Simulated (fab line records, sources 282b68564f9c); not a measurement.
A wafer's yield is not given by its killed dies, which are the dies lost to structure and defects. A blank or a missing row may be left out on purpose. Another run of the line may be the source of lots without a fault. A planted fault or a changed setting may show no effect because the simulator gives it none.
fab line records	flow rit_cmos
record lots=15	wafers=45	last_day=7
route steps=202 shown GATE@96 PSD@152 SDANNEAL@156 SILICIDE@164 M1@202
lots with no fault: from the same line, run without faults
start_h: start of the lot's first displayed wafer, in hours after the record's first day	wait_h: hours from the lot's prior step to this one	" unchanged from the row above	L1.1+2: a row that stands for several wafers	- no value present, or no start provided	* or withheld: withheld	< > ~ a bound
route shown NAME@n: names a module that has steps shown in the file, with the first one's number in the route	usual: mean/standard deviation taken from wafers without a fault	same: alike in all rows	chamber/n: place in a boat	sites: each site's reading	_std_site: the standard deviation of these	_edge_site: the outer-site mean with the inner-site mean subtracted	radius_mm: for every site, how far away it sits from the centre of the wafer	mask NAME#n: copy n	behind: the tool/chamber that last shaped the wafer	hold: reason for holding the lot/hours on hold/outcome of the hold	device: names the non-switching transistor (n, p or np)	end of line: the tests these same wafers got at the end of their route	for a step that has no rows: nothing shown but its recipe	killed: dies lost to structure and defects at the first sort, not the wafer's yield	map: dies across one wafer; x = killed, . = not, _ = none there
set.NAME: the setting that was run; set.NAME@STEP: the one run at that earlier step	model.NAME: the simulator's own value behind a step, which no gauge read
steps of the route over a sample of lots; a table a step, a row a wafer
services: when a tool's chamber went out of use (start_h, in hours from the record's first day, below 0 if earlier), for how many hours, and the reason
## steps
# step RIT_GATE_STRIP_20
# recipe chemistry=O2	time_s=180	resist=NOVOLAK	platen_temp_c=withheld	power_w=500	pressure_mtorr=4000	o2_flow_sccm=4000
# usual drypump_motor_current_A=6.0/0.57	rf_refl_power_W=7.0/1.2
lot.wafer	tool	chamber	start_h	wait_h	drypump_motor_current_A	rf_hours_counter_h	rf_refl_power_W
L200.3	plasma_asher-02	0	37.05	0.1	6.8	-	5.2
L200.4	"	1	"	"	4.9	-	7.2
L200.5	"	0	"	"	6.8	-	4.9
L201.1	plasma_asher-01	1	42.82	0.1	6.1	38	6.7
L201.3	"	1	"	"	6.0	-	6.7
L201.4	"	0	"	"	6.1	-	8.4
L202.3	plasma_asher-01	0	49.95	0.1	6.1	-	8.2
L202.5	"	1	"	"	6.1	-	6.8
L202.6	"	0	"	"	6.1	-	8.3
L203.2	plasma_asher-01	1	55.43	0.1	6.0	39	7.1
L203.3	"	0	"	"	6.1	-	8.4
L203.5	"	1	"	"	6.0	-	7.1
L204.1	plasma_asher-04	0	58.27	0.1	5.9	27	8.4
L204.2	"	1	"	"	6.6	27	6.0
L204.6	"	1	"	"	6.6	-	5.8
L205.1	plasma_asher-02	1	63.20	0.1	4.9	38	7.2
L205.3	"	1	"	"	4.9	-	7.2
L205.6	"	0	"	"	6.8	-	5.3
L207.1	plasma_asher-02	0	76.56	0.1	6.8	40	5.1
L207.5	"	1	"	"	5.0	-	7.1
L207.6	"	0	"	"	6.7	-	5.2
L208.3	plasma_asher-01	1	78.10	0.1	6.0	-	6.9
L208.4	"	0	"	"	6.1	-	7.9
L208.6	"	0	"	"	6.1	-	8.1
L209.3	plasma_asher-01	0	81.65	0.1	6.1	-	8.2
L209.4	"	1	"	"	6.0	-	6.6
L209.5	"	0	"	"	6.1	-	8.5
L216.2	plasma_asher-02	0	120.54	0.1	6.8	44	5.0
L216.3	"	0	"	"	6.7	-	4.9
L216.4	"	1	"	"	4.9	-	6.9
L217.1	plasma_asher-04	1	122.48	0.1	6.6	33	5.6
L217.3	"	1	"	"	6.6	-	5.8
L217.5	"	0	"	"	5.9	-	8.4
L218.1	plasma_asher-01	1	126.38	0.1	6.0	47	6.8
L218.3	"	0	"	"	6.1	-	7.8
L218.6	"	1	"	"	6.0	-	6.8
L219.1	plasma_asher-04	1	132.08	0.1	6.6	34	6.0
L219.2	"	0	"	"	5.9	34	8.5
L219.4	"	1	"	"	6.6	-	5.8
L221.4	plasma_asher-02	0	142.20	0.1	6.8	-	5.2
L221.5	"	1	"	"	5.0	-	7.3
L221.6	"	0	"	"	6.8	-	5.5
L222.4	plasma_asher-04	1	147.33	0.1	6.5	-	5.8
L222.5	"	1	"	"	6.6	-	5.9
L222.6	"	0	"	"	5.9	-	8.2
# step RIT_PSD_TW_MEAS_10
# usual PSD_TW=3423/28
lot.wafer	tool	chamber	start_h	wait_h	PSD_TW
L200.3	film_metro-02	-	49.82	0.1	3394
L200.4	"	-	"	"	3398
L200.5	"	-	"	"	3393
L201.1	film_metro-02	-	55.46	0.1	3395
L201.3	"	-	"	"	3386
L201.4	"	-	"	"	3390
L202.3	film_metro-01	-	63.21	0.1	3441
L202.5	"	-	"	"	3440
L202.6	"	-	"	"	3449
L203.2	film_metro-01	-	67.77	0.1	3449
L203.3	"	-	"	"	3447
L203.5	"	-	"	"	3437
L204.1	film_metro-03	-	69.78	0.1	3400
L204.2	"	-	"	"	3398
L204.6	"	-	"	"	3407
L205.1	film_metro-03	-	75.01	0.1	3372
L205.3	"	-	"	"	3385
L205.6	"	-	"	"	3401
L207.1	film_metro-03	-	89.33	0.1	3415
L207.5	"	-	"	"	3398
L207.6	"	-	"	"	3398
L208.3	film_metro-01	-	89.82	0.1	3482
L208.4	"	-	"	"	3466
L208.6	"	-	"	"	3457
L209.3	film_metro-02	-	93.47	0.1	3413
L209.4	"	-	"	"	3408
L209.5	"	-	"	"	3429
L216.2	film_metro-02	-	133.33	0.1	3388
L216.3	"	-	"	"	3421
L216.4	"	-	"	"	3408
L217.1	film_metro-02	-	134.64	0.1	3402
L217.3	"	-	"	"	3392
L217.5	"	-	"	"	3418
L218.1	film_metro-01	-	138.54	0.1	3447
L218.3	"	-	"	"	3460
L218.6	"	-	"	"	3441
L219.1	film_metro-01	-	145.10	0.1	3449
L219.2	"	-	"	"	3454
L219.4	"	-	"	"	3477
L221.4	film_metro-01	-	154.05	0.1	3466
L221.5	"	-	"	"	3472
L221.6	"	-	"	"	3479
L222.4	film_metro-01	-	159.42	0.1	3444
L222.5	"	-	"	"	3453
L222.6	"	-	"	"	3450
# step RIT_SDANNEAL_RTA_03
# recipe temp_c=1050	time_s=5	idle_temp_c=600	ramp_up_c_per_s=342	ramp_down_c_per_s=171	cool_to_c=600	ambient=N2
# usual wafer_temp_C_max=1053.5/1.1
lot.wafer	tool	chamber	start_h	wait_h	wafer_temp_C_max
L200.3	rtp_anneal-02	0	50.25	0.0	1053.6
L200.4	"	0	"	"	1054.3
L200.5	"	0	"	"	1053.4
L201.1	rtp_anneal-01	0	55.89	0.0	1054.0
L201.3	"	0	"	"	1054.3
L201.4	"	0	"	"	1053.4
L202.3	rtp_anneal-02	0	63.63	0.0	1053.2
L202.5	"	0	"	"	1052.6
L202.6	"	0	"	"	1051.2
L203.2	rtp_anneal-01	0	68.19	0.0	1053.7
L203.3	"	0	"	"	1053.0
L203.5	"	0	"	"	1055.2
L204.1	rtp_anneal-02	0	70.21	0.0	1052.2
L204.2	"	0	"	"	1053.0
L204.6	"	0	"	"	1051.7
L205.1	rtp_anneal-01	0	75.47	0.0	1056.8
L205.3	"	0	"	"	1054.6
L205.6	"	0	"	"	1053.5
L207.1	rtp_anneal-01	0	89.77	0.0	1055.4
L207.5	"	0	"	"	1053.3
L207.6	"	0	"	"	1054.5
L208.3	rtp_anneal-02	0	90.26	0.0	1055.1
L208.4	"	0	"	"	1052.8
L208.6	"	0	"	"	1051.4
L209.3	rtp_anneal-01	0	93.92	0.0	1053.2
L209.4	"	0	"	"	1053.8
L209.5	"	0	"	"	1053.3
L216.2	rtp_anneal-01	0	133.75	0.0	1053.8
L216.3	"	0	"	"	1053.4
L216.4	"	0	"	"	1054.7
L217.1	rtp_anneal-02	0	135.07	0.0	1014.6
L217.3	"	0	"	"	1012.1
L217.5	"	0	"	"	1013.7
L218.1	rtp_anneal-01	0	138.96	0.0	1051.5
L218.3	"	0	"	"	1054.8
L218.6	"	0	"	"	1051.4
L219.1	rtp_anneal-02	0	145.59	0.0	1014.2
L219.2	"	0	"	"	1014.5
L219.4	"	0	"	"	1014.8
L221.4	rtp_anneal-02	0	154.48	0.0	1013.4
L221.5	"	0	"	"	1014.3
L221.6	"	0	"	"	1013.8
L222.4	rtp_anneal-01	0	159.85	0.0	1054.3
L222.5	"	0	"	"	1052.0
L222.6	"	0	"	"	1056.0
# step RIT_SDANNEAL_RS_MEAS_04
# recipe thk_meas_gauge=four-point-probe
# usual PSD_RS=115.88/0.29
lot.wafer	tool	chamber	start_h	wait_h	hold	PSD_RS[ohm/sq]
L200.3	film_metro-03	-	50.32	0.1	-	114.99
L200.4	"	-	"	"	-	115.77
L200.5	"	-	"	"	-	115.76
L201.1	film_metro-01	-	55.95	0.0	-	115.74
L201.3	"	-	"	"	-	115.64
L201.4	"	-	"	"	-	115.87
L202.3	film_metro-01	-	63.71	0.1	-	116.34
L202.5	"	-	"	"	-	116.09
L202.6	"	-	"	"	-	116.03
L203.2	film_metro-03	-	68.26	0.1	-	115.52
L203.3	"	-	"	"	-	115.79
L203.5	"	-	"	"	-	115.74
L204.1	film_metro-03	-	70.27	0.0	-	115.46
L204.2	"	-	"	"	-	115.72
L204.6	"	-	"	"	-	115.51
L205.1	film_metro-02	-	75.53	0.0	-	115.94
L205.3	"	-	"	"	-	115.55
L205.6	"	-	"	"	-	115.92
L207.1	film_metro-03	-	89.83	0.0	-	115.63
L207.5	"	-	"	"	-	115.54
L207.6	"	-	"	"	-	115.67
L208.3	film_metro-02	-	90.34	0.1	-	115.58
L208.4	"	-	"	"	-	115.90
L208.6	"	-	"	"	-	116.02
L209.3	film_metro-02	-	94.00	0.1	-	115.87
L209.4	"	-	"	"	-	116.40
L209.5	"	-	"	"	-	116.09
L216.2	film_metro-01	-	133.82	0.1	-	116.28
L216.3	"	-	"	"	-	116.57
L216.4	"	-	"	"	-	116.53
L217.1	film_metro-01	-	135.13	0.0	await_dispo/0.2h/release	144.33
L217.3	"	-	"	"	await_dispo/0.2h/release	144.22
L217.5	"	-	"	"	await_dispo/0.2h/release	144.08
L217.1	film_metro-01	-	135.49	0.3	-	144.06
L217.3	"	-	"	"	-	144.22
L217.5	"	-	"	"	-	144.35
L218.1	film_metro-01	-	139.02	0.0	-	115.64
L218.3	"	-	"	"	-	116.24
L218.6	"	-	"	"	-	115.89
L219.1	film_metro-03	-	145.65	0.0	await_dispo/0.2h/release	143.96
L219.2	"	-	"	"	await_dispo/0.2h/release	144.41
L219.4	"	-	"	"	await_dispo/0.2h/release	144.38
L219.1	film_metro-03	-	146.01	0.3	-	144.24
L219.2	"	-	"	"	-	144.34
L219.4	"	-	"	"	-	144.35
L221.4	film_metro-02	-	154.57	0.1	await_dispo/0.2h/release	144.31
L221.5	"	-	"	"	await_dispo/0.2h/release	144.35
L221.6	"	-	"	"	await_dispo/0.2h/release	144.20
L221.4	film_metro-02	-	154.93	0.3	-	143.74
L221.5	"	-	"	"	-	144.57
L221.6	"	-	"	"	-	144.66
L222.4	film_metro-02	-	159.94	0.1	-	115.83
L222.5	"	-	"	"	-	116.16
L222.6	"	-	"	"	-	116.10
# step RIT_SILICIDE_THK_MEAS_03
# recipe thk_meas_gauge=xrf	reads=Ti_of_SILICIDE_SPUTTER_01
# usual SILICIDE_TI_THK=30.0/0.34
lot.wafer	tool	chamber	start_h	wait_h	SILICIDE_TI_THK[nm]
L200.3	film_metro-04	-	51.07	0.1	30.6
L200.4	"	-	"	"	30.1
L200.5	"	-	"	"	30.2
L201.1	film_metro-04	-	56.71	0.1	29.9
L201.3	"	-	"	"	29.6
L201.4	"	-	"	"	29.9
L202.3	film_metro-04	-	64.46	0.1	29.7
L202.5	"	-	"	"	29.8
L202.6	"	-	"	"	29.8
L203.2	film_metro-04	-	69.01	0.1	29.2
L203.3	"	-	"	"	29.6
L203.5	"	-	"	"	29.4
L204.1	film_metro-04	-	71.03	0.1	29.5
L204.2	"	-	"	"	29.8
L204.6	"	-	"	"	29.5
L205.1	film_metro-03	-	76.29	0.1	29.8
L205.3	"	-	"	"	29.9
L205.6	"	-	"	"	30.4
L207.1	film_metro-03	-	90.59	0.1	29.5
L207.5	"	-	"	"	30.1
L207.6	"	-	"	"	29.8
L208.3	film_metro-04	-	91.09	0.1	29.4
L208.4	"	-	"	"	29.8
L208.6	"	-	"	"	29.8
L209.3	film_metro-04	-	94.74	0.1	30.4
L209.4	"	-	"	"	30.1
L209.5	"	-	"	"	30.5
L216.2	film_metro-04	-	134.57	0.1	30.0
L216.3	"	-	"	"	30.3
L216.4	"	-	"	"	30.2
L218.1	film_metro-04	-	139.78	0.1	30.2
L218.3	"	-	"	"	30.4
L218.6	"	-	"	"	30.5
L222.4	film_metro-01	-	160.67	0.1	29.4
L222.5	"	-	"	"	29.4
L222.6	"	-	"	"	29.6
# step RIT_M1_PROBE_99
# usual defect_limited_yield=97.5/1.1	killed_at_M0_to_M3=0.0/0.083	killed_at_contacts=0.1/0.28	killed_at_front_end=6.5/3	killed_dies=7/3	killed_open=3.2/2	killed_short=3.2/1.9	sort_bin_3_pad_short=0.1/0.2	sort_bin_5_function=1.4/0.81	sort_bin_6_memory=1.0/0.67	sort_n_pass=257/3	sort_yield_pct=97.5/1.1
# same gross_dies=264	killed_at_M4_up=0	killed_at_back_side=0	killed_at_other=0
lot.wafer	tool	chamber	start_h	wait_h	defect_limited_yield[%]	killed_at_M0_to_M3	killed_at_contacts	killed_at_front_end	killed_dies	killed_open	killed_short	sort_bin_3_pad_short[%]	sort_bin_5_function[%]	sort_bin_6_memory[%]	sort_n_pass	sort_yield_pct[%]
L200.3	prober-01	-	58.92	0.2	95.8	0	0	11	11	5	6	0.8	3.0	0.4	253	95.8
L200.4	prober-01	-	58.97	0.2	97.3	0	0	7	7	4	3	0	0.8	1.9	257	97.3
L200.5	prober-01	-	59.02	0.2	96.6	0	0	9	9	3	6	0.4	1.5	1.5	255	96.6
L201.1	prober-02	-	63.62	0.1	95.1	0	0	13	13	3	9	0.4	1.9	2.7	251	95.1
L201.3	prober-02	-	63.72	0.2	98.9	0	0	3	3	1	2	0	1.1	0	261	98.9
L201.4	prober-02	-	63.77	0.2	99.2	0	0	2	2	1	1	0	0.8	0	262	99.2
L202.3	prober-01	-	71.47	0.2	96.6	0	0	9	9	2	7	0	2.7	0.8	255	96.6
L202.5	prober-01	-	71.57	0.2	97.7	0	0	6	6	2	4	0	1.1	1.1	258	97.7
L202.6	prober-01	-	71.62	0.2	97.7	0	0	6	6	2	4	0	1.1	1.1	258	97.7
L203.2	prober-02	-	75.54	0.1	98.5	0	0	4	4	4	0	0	1.1	0.4	260	98.5
L203.3	prober-02	-	75.59	0.2	100.0	0	0	0	0	0	0	0	0	0	264	100.0
L203.5	prober-02	-	75.69	0.2	98.9	0	0	3	3	2	1	0	0.4	0.8	261	98.9
L204.1	prober-01	-	77.66	0.1	98.1	0	0	5	5	4	1	0	1.1	0.8	259	98.1
L204.2	prober-01	-	77.71	0.1	96.2	0	0	10	10	7	3	0	1.9	1.9	254	96.2
L204.6	prober-01	-	77.91	0.2	95.8	0	1	10	11	4	7	0	2.7	1.5	253	95.8
L205.1	prober-02	-	82.91	0.1	97.3	0	0	7	7	3	4	0	2.3	0.4	257	97.3
L205.3	prober-02	-	83.01	0.2	98.1	0	0	5	5	2	3	0	1.5	0.4	259	98.1
L205.6	prober-02	-	83.16	0.2	98.9	0	0	3	3	2	1	0.4	0.8	0	261	98.9
L207.1	prober-02	-	97.59	0.1	97.0	0	0	8	8	4	4	0	2.3	0.8	256	97.0
L207.5	prober-02	-	97.79	0.2	97.7	0	0	6	6	5	1	0	0.8	1.5	258	97.7
L207.6	prober-02	-	97.84	0.2	96.2	0	0	10	10	1	9	0.4	2.7	0.8	254	96.2
L208.3	prober-01	-	98.77	0.2	99.2	0	0	2	2	1	1	0	0.8	0	262	99.2
L208.4	prober-01	-	98.82	0.2	99.2	0	0	2	2	0	2	0	0	0.8	262	99.2
L208.6	prober-01	-	98.92	0.2	98.9	0	0	3	3	3	0	0	1.1	0	261	98.9
L209.3	prober-02	-	101.81	0.2	97.7	0	0	6	6	3	3	0	1.9	0.4	258	97.7
L209.4	prober-02	-	101.86	0.2	97.7	0	0	6	6	2	4	0	1.1	1.1	258	97.7
L209.5	prober-02	-	101.91	0.2	98.5	0	0	4	4	2	2	0	1.1	0.4	260	98.5
L216.2	prober-01	-	141.23	0.1	97.3	0	0	7	7	4	3	0	1.1	1.5	257	97.3
L216.3	prober-01	-	141.28	0.2	95.8	0	0	11	11	6	5	0	1.5	2.7	253	95.8
L216.4	prober-01	-	141.33	0.2	97.3	0	0	7	7	3	4	0.4	0.8	1.5	257	97.3
L218.1	prober-01	-	146.83	0.1	95.5	1	0	11	12	4	7	0.4	1.9	2.3	252	95.5
L218.3	prober-01	-	146.93	0.2	98.9	0	0	3	3	1	2	0	1.1	0	261	98.9
L218.6	prober-01	-	147.08	0.2	98.1	0	0	5	5	4	1	0	1.5	0.4	259	98.1
L222.4	prober-01	-	167.53	0.2	96.6	0	0	9	9	4	3	0	1.5	1.9	255	96.6
L222.5	prober-01	-	167.58	0.2	97.0	0	0	8	8	2	6	0.4	1.5	1.1	256	97.0
L222.6	prober-01	-	167.63	0.2	98.1	0	0	5	5	2	3	0	1.1	0.8	259	98.1
# killed by level:class
L200.3 GATE:geometric_particle:open=5 GATE:geometric_particle:short=3 REOX:geometric_particle:short=1 SPACER:geometric_particle:short=1 SILICIDE:geometric_particle:short=1
L200.4 REOX:geometric_particle:open=2 FOX2:geometric_particle:open=1 GATE:geometric_particle:open=1 GATE:geometric_particle:short=1 SPACER:geometric_particle:short=1 SILICIDE:geometric_particle:short=1
L200.5 GATE:geometric_particle:short=6 GATE:geometric_particle:open=2 FOX1:geometric_particle:open=1
L201.1 FOX2:geometric_particle:short=3 SILICIDE:geometric_particle:open=3 SILICIDE:geometric_particle:short=3 GATE:geometric_particle:short=2 REOX:geometric_particle:short=1 ACTIVE:coat_microbubble_printed=1
L201.3 GATE:geometric_particle:open=1 GATE:geometric_particle:short=1 SPACER:geometric_particle:short=1
L201.4 FOX2:geometric_particle:open=1 SPACER:geometric_particle:short=1
L202.3 REOX:geometric_particle:short=4 GATE:geometric_particle:short=2 SPACER:geometric_particle:open=1 GATE:geometric_particle:open=1 SPACER:geometric_particle:short=1
L202.5 FOX1:geometric_particle:short=1 FOX2:geometric_particle:short=1 GATE:geometric_particle:short=1 GATE:geometric_particle:open=1 REOX:geometric_particle:open=1 SPACER:geometric_particle:short=1
L202.6 REOX:geometric_particle:short=2 FOX2:geometric_particle:short=1 GATE:geometric_particle:short=1 GATE:geometric_particle:open=1 REOX:geometric_particle:open=1
L203.2 FOX1:geometric_particle:open=2 SILICIDE:geometric_particle:open=2
L203.3
L203.5 GATE:geometric_particle:open=1 GATE:geometric_particle:short=1 SILICIDE:geometric_particle:open=1
L204.1 SILICIDE:geometric_particle:open=2 FOX1:geometric_particle:open=1 GATE:geometric_particle:open=1 GATE:geometric_particle:short=1
L204.2 GATE:geometric_particle:open=3 FOX1:geometric_particle:open=2 GATE:geometric_particle:short=2 REOX:geometric_particle:open=1 REOX:geometric_particle:short=1 SILICIDE:geometric_particle:open=1
L204.6 GATE:geometric_particle:short=5 GATE:geometric_particle:open=2 FOX2:geometric_particle:open=1 REOX:geometric_particle:short=1 REOX:geometric_particle:open=1 CONTACT:geometric_particle:short=1
L205.1 GATE:geometric_particle:short=2 FOX1:geometric_particle:open=1 REOX:geometric_particle:short=1 REOX:geometric_particle:open=1 SPACER:geometric_particle:open=1 SPACER:geometric_particle:short=1
L205.3 GATE:geometric_particle:short=2 FOX2:geometric_particle:open=1 GATE:geometric_particle:open=1 SILICIDE:geometric_particle:short=1
L205.6 GATE:geometric_particle:open=1 GATE:geometric_particle:short=1 SILICIDE:geometric_particle:open=1
L207.1 REOX:geometric_particle:open=2 SILICIDE:geometric_particle:short=2 FOX1:geometric_particle:open=1 FOX1:geometric_particle:short=1 GATE:geometric_particle:open=1 GATE:geometric_particle:short=1
L207.5 REOX:geometric_particle:open=3 FOX1:geometric_particle:open=2 FOX1:geometric_particle:short=1
L207.6 GATE:geometric_particle:short=4 SILICIDE:geometric_particle:short=2 FOX2:geometric_particle:open=1 FOX2:geometric_particle:short=1 REOX:geometric_particle:short=1 SPACER:geometric_particle:short=1
L208.3 GATE:geometric_particle:open=1 SILICIDE:geometric_particle:short=1
L208.4 REOX:geometric_particle:short=1 SILICIDE:geometric_particle:short=1
L208.6 FOX1:geometric_particle:open=1 FOX2:geometric_particle:open=1 SPACER:geometric_particle:open=1
L209.3 SILICIDE:geometric_particle:open=3 GATE:geometric_particle:short=2 SPACER:geometric_particle:short=1
L209.4 REOX:geometric_particle:short=2 FOX2:geometric_particle:open=1 GATE:geometric_particle:short=1 SPACER:geometric_particle:short=1 SILICIDE:geometric_particle:open=1
L209.5 GATE:geometric_particle:short=2 FOX2:geometric_particle:open=1 SPACER:geometric_particle:open=1
L216.2 FOX1:geometric_particle:open=3 GATE:geometric_particle:short=2 FOX1:geometric_particle:short=1 REOX:geometric_particle:open=1
L216.3 SILICIDE:geometric_particle:open=3 REOX:geometric_particle:short=2 REOX:geometric_particle:open=2 FOX1:geometric_particle:short=1 SPACER:geometric_particle:open=1 SPACER:geometric_particle:short=1 SILICIDE:geometric_particle:short=1
L216.4 GATE:geometric_particle:short=3 GATE:geometric_particle:open=2 REOX:geometric_particle:open=1 SILICIDE:geometric_particle:short=1
L218.1 FOX1:geometric_particle:short=3 REOX:geometric_particle:short=3 FOX1:geometric_particle:open=1 FOX2:geometric_particle:open=1 REOX:geometric_particle:open=1 SPACER:geometric_particle:open=1 M1:geometric_particle:short=1 NWELL:coat_microbubble_printed=1
L218.3 GATE:geometric_particle:short=1 GATE:geometric_particle:open=1 REOX:geometric_particle:short=1
L218.6 GATE:geometric_particle:open=2 FOX1:geometric_particle:open=1 GATE:geometric_particle:short=1 SPACER:geometric_particle:open=1
L222.4 GATE:geometric_particle:open=2 ACTIVE:coat_microbubble_printed=2 FOX1:geometric_particle:open=1 FOX1:geometric_particle:short=1 REOX:geometric_particle:open=1 REOX:geometric_particle:short=1 STARTING-WAFER:geometric_particle:short=1
L222.5 GATE:geometric_particle:short=2 REOX:geometric_particle:short=2 FOX1:geometric_particle:short=1 GATE:geometric_particle:open=1 REOX:geometric_particle:open=1 SILICIDE:geometric_particle:short=1
L222.6 GATE:geometric_particle:short=2 GATE:geometric_particle:open=1 REOX:geometric_particle:short=1 SPACER:geometric_particle:open=1
## services
tool	chamber	start_h	hours	kind
rtp_anneal-01	-	16.32	4.9	pm
plasma_asher-02	-	50.39	3.1	repair
plasma_asher-04	-	78.37	17.6	repair
rtp_anneal-02	-	107.59	4.7	pm
plasma_asher-02	-	111.69	0.8	repair
plasma_asher-01	-	122.12	4.2	pm
## key
first_sign step=RIT_SDANNEAL_RTA_03	reading=wafer_temp_C_max	direction=down	sigmas=34	usual=*	struck=*
effect step=RIT_SDANNEAL_RS_MEAS_04	reading=visit	direction=added
effect step=RIT_SDANNEAL_RS_MEAS_04	reading=PSD_RS	direction=up	sigmas=97	usual=115.88	struck=144.25
met_at RIT_SDANNEAL_RTA_03
struck_lots L217,L219,L221
scrapped_behind RIT_SDANNEAL_RS_MEAS_04 L217.1,L217.3,L217.5,L219.1,L219.2,L219.4,L221.4,L221.5,L221.6
not_acting_at RIT_GATE_STRIP_20,RIT_PSD_TW_MEAS_10,RIT_SILICIDE_THK_MEAS_03
onset_between 90.26 135.07
fault kind=process_parameter_drift	tool=rtp_anneal-02	chamber=-	onset_h=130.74	steps=RIT_SDANNEAL_RTA_03	channel=temp_c	offset=*	shape=step	end_h=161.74	acts_in=*	stated=*
